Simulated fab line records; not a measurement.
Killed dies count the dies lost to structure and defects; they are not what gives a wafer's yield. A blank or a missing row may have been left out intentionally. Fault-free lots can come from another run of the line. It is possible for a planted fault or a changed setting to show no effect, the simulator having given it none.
Chamber matching	flow berkeley_cmos170	UCB170_V2_CMP_02 on cmp-02: 4 sister chambers
The step polishes SiO2. 4 wafers are shown with their chamber, then 7 later ones without.

## EACH WAFER AND ITS CHAMBER
wafer	chamber	motor_current_A (A)
L373.5	2	15.7
L375.3	0	14.8
L378.4	3	15.7
L378.5	1	18.1

## WAFERS WHOSE CHAMBER IS MISSING
wafer	motor_current_A (A)
L378.6	15.1
L379.2	15.3
L379.4	17.4
L379.6	14.9
L381.1	15.0
L381.4	18.4
L381.6	17.9

## EACH ONE'S CHAMBER
wafer	from the rows above	in truth
L378.6	can't be placed: 0 or 2 or 3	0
L379.2	can't be placed: 2 or 3 or 0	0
L379.4	1	1
L379.6	can't be placed: 0 or 2 or 3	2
L381.1	can't be placed: 0 or 2 or 3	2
L381.4	1	1
L381.6	1	1
3 of 7 placed correctly. Unplaceable from these rows: 4, with the true chamber sitting among the candidates in 4. 0 placed wrongly.
How it was worked out, from the rows above alone: a wafer's distance from a chamber is the root of the sum, over the readings, of the square of ((its reading less the chamber's mean) divided by the reading's scatter). If the next closest chamber is less than 2 further off than the closest, the wafer can't be placed; otherwise it belongs to the closest. The mean given for a chamber averages the wafers shown for that chamber. The scatter: root of mean squared gap, hidden wafer to nearest shown wafer, with one shown wafer a chamber.
